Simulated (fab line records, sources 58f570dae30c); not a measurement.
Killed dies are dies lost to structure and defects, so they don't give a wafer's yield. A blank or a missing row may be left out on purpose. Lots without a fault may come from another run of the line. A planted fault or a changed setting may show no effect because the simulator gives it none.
fab line records | flow berkeley_cmos170
record lots=14 wafers=42 last_day=11
route steps=331 shown M1@248 V1@266 M2@272
lots that met no fault: from a run of the same line without faults
start_h: hours from the record's first day to the start of the lot's first wafer shown | wait_h: hours since the lot's step before | " the same as in the row above | L1.1+2: a row that stands for several wafers | - no value, or no start given | * or withheld: withheld | < > ~ a bound
route shown NAME@n: a module of which the file shows steps, and the number in the route of the first | usual: mean/standard deviation of fault-free wafers | same: alike in all rows | chamber/n: place in a boat | sites: the reading at each site | _std_site: their standard deviation | _edge_site: outer sites' mean less inner sites' | radius_mm: how far each site lies from the wafer's centre | mask NAME#n: copy n | behind: the tool/chamber that last shaped the wafer | hold: why the lot was held/for how many hours/how that ended | device: the transistor (n, p or np) that didn't switch | end of line: the same wafers' tests at the end of the route | a step without rows: its recipe alone | killed: dies lost to structure and defects at the first sort, not the wafer's yield | map: a wafer's dies, x killed, . not, _ none there
set.NAME: the setting as run; set.NAME@STEP: as run at that earlier step | model.NAME: the simulator's own value behind a step, which no gauge read
steps of the route over a sample of lots; a table a step, a row a wafer
services: from which hour (start_h, from the record's first day; less than 0 if before it) a tool's chamber was out of use, for how many hours, and why
## steps
# step UCB170_M1_OVL_MEAS_10
# usual M1_OVL=1/5.1
# columns lot.wafer tool chamber start_h wait_h M1_OVL[nm]
L736.1 overlay-02 - 152.62 0.1 2
L736.4 " - " " -2
L736.5 " - " " 2
L735.1 overlay-02 - 155.12 0.1 -6
L735.3 " - " " 1
L735.5 " - " " -6
L737.2 overlay-02 - 164.63 0.1 -5
L737.5 " - " " -5
L737.6 " - " " -12
L739.3 overlay-02 - 174.05 0.1 -5
L739.5 " - " " 2
L739.6 " - " " 1
L740.1 overlay-02 - 179.57 0.1 5
L740.2 " - " " 4
L740.3 " - " " 4
L741.1 overlay-02 - 192.68 0.1 -3
L741.2 " - " " -6
L741.4 " - " " -3
L742.2 overlay-01 - 193.26 0.1 -1
L742.3 " - " " -2
L742.5 " - " " -8
L744.1 overlay-01 - 195.32 0.1 12
L744.5 " - " " 2
L744.6 " - " " 9
L749.1 overlay-01 - 219.88 0.1 1
L749.4 " - " " 5
L749.5 " - " " -1
L753.1 overlay-02 - 235.38 0.1 -7
L753.4 " - " " -8
L753.5 " - " " -12
L752.2 overlay-02 - 235.94 0.1 -2
L752.4 " - " " -2
L752.6 " - " " 4
L757.1 overlay-01 - 251.99 0.1 6
L757.4 " - " " 10
L757.6 " - " " 5
L755.1 overlay-01 - 253.24 0.1 6
L755.2 " - " " 6
L755.4 " - " " 5
L756.1 overlay-02 - 254.79 0.1 1
L756.3 " - " " -1
L756.5 " - " " -1
# step UCB170_V1_CD_MEAS_12
# recipe target_cd_nm=700
# usual cd_nm=700.2/1.2
# columns lot.wafer tool chamber start_h wait_h cd_nm
L736.1 cd_sem-01 - 158.74 - 700.3
L736.4 " - " " 701.0
L736.5 " - " " 699.4
L735.1 cd_sem-01 - 159.20 - 699.9
L735.3 " - " " 700.7
L735.5 " - " " 699.5
L737.2 cd_sem-01 - 171.60 - 699.1
L737.5 " - " " 700.5
L737.6 " - " " 698.8
L739.3 cd_sem-02 - 179.42 - 701.0
L739.5 " - " " 699.6
L739.6 " - " " 699.9
L740.1 cd_sem-01 - 187.92 - 700.7
L740.2 " - " " 701.1
L740.3 " - " " 701.2
L741.1 cd_sem-01 - 201.99 - 700.7
L741.2 " - " " 700.5
L741.4 " - " " 700.4
L742.2 cd_sem-02 - 202.18 - 698.9
L742.3 " - " " 699.6
L742.5 " - " " 700.6
L744.1 cd_sem-02 - 202.64 - 701.1
L744.5 " - " " 700.4
L744.6 " - " " 700.3
L749.1 cd_sem-01 - 223.96 - 699.7
L749.4 " - " " 699.0
L749.5 " - " " 698.3
L752.2 cd_sem-02 - 240.25 - 700.0
L752.4 " - " " 699.7
L752.6 " - " " 700.3
L753.1 cd_sem-01 - 240.67 - 700.3
L753.4 " - " " 700.9
L753.5 " - " " 699.8
L756.1 cd_sem-01 - 259.52 - 701.5
L756.3 " - " " 701.5
L756.5 " - " " 701.4
L755.1 cd_sem-01 - 259.66 - 697.7
L755.2 " - " " 698.0
L755.4 " - " " 697.3
L757.1 cd_sem-01 - 259.93 - 698.9
L757.4 " - " " 700.4
L757.6 " - " " 699.4
# step UCB170_V1_CD_MEAS_90
# recipe target_cd_nm=700
# usual cd_nm=699.9/1.3
# columns lot.wafer tool chamber start_h wait_h cd_nm
L736.1 cd_sem-02 - 159.18 0.1 699.9
L736.4 " - " " 700.9
L736.5 " - " " 699.2
L735.1 cd_sem-01 - 159.63 0.1 699.0
L735.3 " - " " 701.0
L735.5 " - " " 698.2
L737.2 cd_sem-02 - 172.04 0.1 699.7
L737.5 " - " " 699.8
L737.6 " - " " 699.1
L739.3 cd_sem-01 - 179.86 0.1 700.8
L739.5 " - " " 698.1
L739.6 " - " " 697.9
L740.1 cd_sem-02 - 188.36 0.1 701.3
L740.2 " - " " 700.8
L740.3 " - " " 701.2
L741.1 cd_sem-02 - 202.43 0.1 700.3
L741.2 " - " " 700.9
L741.4 " - " " 699.0
L742.2 cd_sem-01 - 202.61 0.1 698.9
L742.3 " - " " 700.2
L742.5 " - " " 700.4
L744.1 cd_sem-01 - 203.08 0.1 702.1
L744.5 " - " " 698.9
L744.6 " - " " 700.2
L749.1 cd_sem-02 - 224.40 0.1 699.6
L749.4 " - " " 697.9
L749.5 " - " " 698.2
L752.2 cd_sem-02 - 240.68 0.1 700.1
L752.4 " - " " 698.3
L752.6 " - " " 699.5
L753.1 cd_sem-01 - 241.13 0.1 699.7
L753.4 " - " " 701.1
L753.5 " - " " 699.2
L756.1 cd_sem-02 - 259.95 0.1 701.7
L756.3 " - " " 701.9
L756.5 " - " " 700.6
L755.1 cd_sem-01 - 260.10 0.1 697.3
L755.2 " - " " 698.6
L755.4 " - " " 697.4
L757.1 cd_sem-01 - 260.36 0.1 698.0
L757.4 " - " " 701.0
L757.6 " - " " 699.4
# step UCB170_M2_SPUTTER_01
# recipe material=Al target_thk_nm=900 time_s=120 power_w=6000 chamber_pressure_pa=0.5
# usual throttle_valve_pct=29.9/1.1
# columns lot.wafer tool chamber start_h wait_h throttle_valve_pct
L736.1 pvd_sputter-02 - 159.36 0.0 32.1
L736.4 " - " " 29.8
L736.5 " - " " 31.9
L735.1 pvd_sputter-04 - 159.82 0.0 28.5
L735.3 " - " " 30.0
L735.5 " - " " 30.0
L737.2 pvd_sputter-01 - 172.20 0.0 28.2
L737.5 " - " " 28.1
L737.6 " - " " 31.3
L739.3 pvd_sputter-02 - 180.00 0.0 31.8
L739.5 " - " " 29.7
L739.6 " - " " 30.1
L740.1 pvd_sputter-04 - 188.54 0.0 30.1
L740.2 " - " " 28.3
L740.3 " - " " 28.4
L741.1 pvd_sputter-04 - 202.61 0.0 29.9
L741.2 " - " " 29.8
L741.4 " - " " 28.3
L742.2 pvd_sputter-02 - 202.78 0.0 31.8
L742.3 " - " " 30.6
L742.5 " - " " 31.6
L744.1 pvd_sputter-04 - 203.26 0.0 29.9
L744.5 " - " " 29.6
L744.6 " - " " 28.8
L749.1 pvd_sputter-04 - 224.58 0.0 28.5
L749.4 " - " " 29.9
L749.5 " - " " 28.3
L752.2 pvd_sputter-02 - 240.85 0.0 31.9
L752.4 " - " " 30.4
L752.6 " - " " 30.4
L753.1 pvd_sputter-01 - 241.32 0.0 30.7
L753.4 " - " " 29.6
L753.5 " - " " 30.9
L756.1 pvd_sputter-01 - 260.14 0.0 29.7
L756.3 " - " " 31.6
L756.5 " - " " 29.8
L755.1 pvd_sputter-02 - 260.28 0.0 30.1
L755.2 " - " " 29.4
L755.4 " - " " 32.0
L757.1 pvd_sputter-01 - 260.55 0.0 31.7
L757.4 " - " " 30.8
L757.6 " - " " 30.9
# step UCB170_M2_RS_MEAS_02
# recipe thk_meas_gauge=four-point-probe reads=Al_of_M2_SPUTTER_01
# usual M2_AL_RS=0.0321/0.00032
# columns lot.wafer tool chamber start_h wait_h M2_AL_RS[ohm/sq]
L736.1 film_metro-03 - 159.45 0.0 0.0328
L736.4 " - " " 0.0324
L736.5 " - " " 0.0326
L735.1 film_metro-01 - 159.90 0.0 0.0320
L735.3 " - " " 0.0319
L735.5 " - " " 0.0321
L737.2 film_metro-03 - 172.31 0.1 0.0318
L737.5 " - " " 0.0314
L737.6 " - " " 0.0317
L739.3 film_metro-03 - 180.13 0.1 0.0323
L739.5 " - " " 0.0322
L739.6 " - " " 0.0320
L740.1 film_metro-04 - 188.63 0.0 0.0319
L740.2 " - " " 0.0316
L740.3 " - " " 0.0321
L741.1 film_metro-01 - 202.70 0.0 0.0324
L741.2 " - " " 0.0322
L741.4 " - " " 0.0319
L742.2 film_metro-03 - 202.88 0.1 0.0323
L742.3 " - " " 0.0319
L742.5 " - " " 0.0324
L744.1 film_metro-01 - 203.35 0.0 0.0323
L744.5 " - " " 0.0327
L744.6 " - " " 0.0704
L749.1 film_metro-04 - 224.77 0.1 0.0683
L749.4 " - " " 0.0322
L749.5 " - " " 0.0321
L752.2 film_metro-04 - 240.95 0.1 0.0322
L752.4 " - " " 0.0322
L752.6 " - " " 0.0320
L753.1 film_metro-01 - 241.40 0.0 0.0323
L753.4 " - " " 0.0318
L753.5 " - " " 0.0325
L756.1 film_metro-01 - 260.27 0.1 0.0314
L756.3 " - " " 0.0312
L756.5 " - " " 0.0315
L755.1 film_metro-03 - 260.37 0.0 0.0321
L755.2 " - " " 0.0322
L755.4 " - " " 0.0323
L757.1 film_metro-03 - 260.63 0.0 0.0318
L757.4 " - " " 0.0327
L757.6 " - " " 0.0323
# step UCB170_M2_THK_MEAS_03
# recipe thk_meas_gauge=xrf reads=Al_of_M2_SPUTTER_01
# usual M2_AL_THK=898/10
# columns lot.wafer tool chamber start_h wait_h M2_AL_THK[nm]
L736.1 film_metro-03 - 159.57 0.1 876
L736.4 " - " " 888
L736.5 " - " " 881
L735.1 film_metro-01 - 160.02 0.1 904
L735.3 " - " " 910
L735.5 " - " " 902
L737.2 film_metro-03 - 172.42 0.1 904
L737.5 " - " " 913
L737.6 " - " " 899
L739.3 film_metro-03 - 180.23 0.1 889
L739.5 " - " " 888
L739.6 " - " " 891
L740.1 film_metro-04 - 188.75 0.1 909
L740.2 " - " " 911
L740.3 " - " " 895
L741.1 film_metro-01 - 202.82 0.1 889
L741.2 " - " " 897
L741.4 " - " " 901
L742.2 film_metro-03 - 202.99 0.1 888
L742.3 " - " " 900
L742.5 " - " " 885
L744.1 film_metro-01 - 203.47 0.1 891
L744.5 " - " " 881
L744.6 " - " " 414
L749.1 film_metro-04 - 224.89 0.1 429
L749.4 " - " " 897
L749.5 " - " " 901
L752.2 film_metro-04 - 241.06 0.1 900
L752.4 " - " " 902
L752.6 " - " " 900
L753.1 film_metro-01 - 241.52 0.1 885
L753.4 " - " " 905
L753.5 " - " " 885
L756.1 film_metro-01 - 260.39 0.1 914
L756.3 " - " " 919
L756.5 " - " " 910
L755.1 film_metro-03 - 260.49 0.1 893
L755.2 " - " " 889
L755.4 " - " " 892
L757.1 film_metro-03 - 260.75 0.1 906
L757.4 " - " " 883
L757.6 " - " " 893
# step UCB170_M2_METAL_ETCH_18
# recipe chemistry=Cl2/BCl3 target=Al stop_on=SiO2 pressure_mtorr=12 target_depth_a=11700 over_etch_frac=0.2854 time_s=195 icp_w=600 bias_w=120 Cl2_flow_sccm=90 bcl3_flow_sccm=45
# usual drypump_motor_current_A=5.7/0.55 oes_product_au=0.856/0.012 throttle_valve_pct=24.23/0.26
# columns lot.wafer tool chamber start_h wait_h drypump_motor_current_A oes_product_au rf_hours_counter_h throttle_valve_pct
L736.1 rie_metal-03 0 162.45 - 5.1 0.852 9 23.89
L736.4 " 1 " " 6.3 0.870 - 24.03
L736.5 " 0 " " 5.2 0.847 - 23.89
L735.1 rie_metal-02 1 162.79 - 5.7 0.845 1 24.62
L735.3 " 1 " " 5.7 0.841 - 24.64
L735.5 " 1 " " 5.7 0.837 - 24.63
L737.2 rie_metal-01 0 174.92 - 6.3 0.855 11 24.46
L737.5 " 1 " " 5.5 0.867 - 24.09
L737.6 " 0 " " 6.3 0.859 - 24.46
L739.3 rie_metal-01 0 182.70 - 6.3 0.851 - 24.47
L739.5 " 0 " " 6.3 0.844 - 24.48
L739.6 " 1 " " 5.6 0.855 - 24.10
L740.1 rie_metal-03 1 191.13 - 6.3 0.871 9 24.03
L740.2 " 0 " " 5.1 0.865 9 23.89
L740.3 " 1 " " 6.3 0.864 - 24.03
L741.1 rie_metal-03 0 207.43 - 5.1 0.848 10 23.88
L741.2 " 1 " " 6.3 0.864 9 24.04
L741.4 " 1 " " 6.3 0.866 - 24.03
L742.2 rie_metal-02 0 207.55 - 4.9 0.870 1 24.33
L742.3 " 0 " " 4.9 0.873 - 24.31
L742.5 " 1 " " 5.7 0.840 - 24.63
L744.1 rie_metal-03 0 207.70 - 5.1 0.847 10 23.89
L744.5 " 1 " " 6.3 0.864 - 24.04
L744.6 " 0 " " 5.1 0.595 - 24.01
L749.1 rie_metal-01 0 226.87 - 6.4 0.598 12 24.62
L749.4 " 0 " " 6.4 0.843 - 24.46
L749.5 " 0 " " 6.4 0.854 - 24.46
L752.2 rie_metal-02 0 243.70 - 4.9 0.874 3 24.31
L752.4 " 0 " " 4.9 0.869 - 24.32
L752.6 " 0 " " 4.9 0.877 - 24.32
L753.1 rie_metal-01 1 244.41 - 5.5 0.848 8 24.09
L753.4 " 0 " " 6.4 0.846 - 24.46
L753.5 " 0 " " 6.3 0.841 - 24.48
L756.1 rie_metal-03 1 263.28 - 6.3 0.874 11 24.02
L756.3 " 1 " " 6.3 0.885 - 24.02
L756.5 " 0 " " 5.1 0.865 - 23.90
L755.1 rie_metal-02 1 263.56 - 5.7 0.837 5 24.64
L755.2 " 0 " " 4.9 0.877 3 24.34
L755.4 " 0 " " 4.9 0.870 - 24.33
L757.1 rie_metal-03 1 263.95 - 6.3 0.873 11 24.02
L757.4 " 1 " " 6.3 0.853 - 24.03
L757.6 " 0 " " 5.1 0.846 - 23.89
## services
# columns tool chamber start_h hours kind
rie_metal-03 0 138.97 1.5 repair
rie_metal-02 0 151.61 - clean
rie_metal-02 0 151.61 13.7 scheduled_down
rie_metal-02 0 151.61 13.7 vent_cycle
rie_metal-01 1 209.80 4.3 repair
pvd_sputter-02 - 215.22 1.0 repair
pvd_sputter-04 - 224.76 0.6 repair
rie_metal-01 1 226.22 7.5 repair
rie_metal-03 - 237.13 2.8 pm
rie_metal-02 - 244.04 1.0 repair
pvd_sputter-02 - 245.74 7.2 repair
pvd_sputter-04 - 261.10 8.2 repair
## key
first_sign step=UCB170_M2_RS_MEAS_02 reading=M2_AL_RS direction=up sigmas=99+ usual=0.0321 struck=0.0693
effect step=UCB170_M2_THK_MEAS_03 reading=M2_AL_THK direction=down sigmas=47 usual=898 struck=421
effect step=UCB170_M2_METAL_ETCH_18 reading=oes_product_au direction=down sigmas=21 usual=0.856 struck=0.596
met_at UCB170_M2_SPUTTER_01
struck_lots L744,L749
struck_wafers L744.6,L749.1
sort_left_out L744.6,L749.1
not_acting_at UCB170_M1_OVL_MEAS_10,UCB170_V1_CD_MEAS_12,UCB170_V1_CD_MEAS_90
onset_between 188.54 203.26
fault kind=process_parameter_drift tool=pvd_sputter-04 chamber=- onset_h=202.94 steps=UCB170_M2_SPUTTER_01 channel=time_s offset=* shape=step end_h=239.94 acts_in=* stated=* scope=struck_wafers_only
# sort_left_out: the simulated sort isn't trusted on such a fault, so these wafers' sort isn't shown, and their yield isn't known
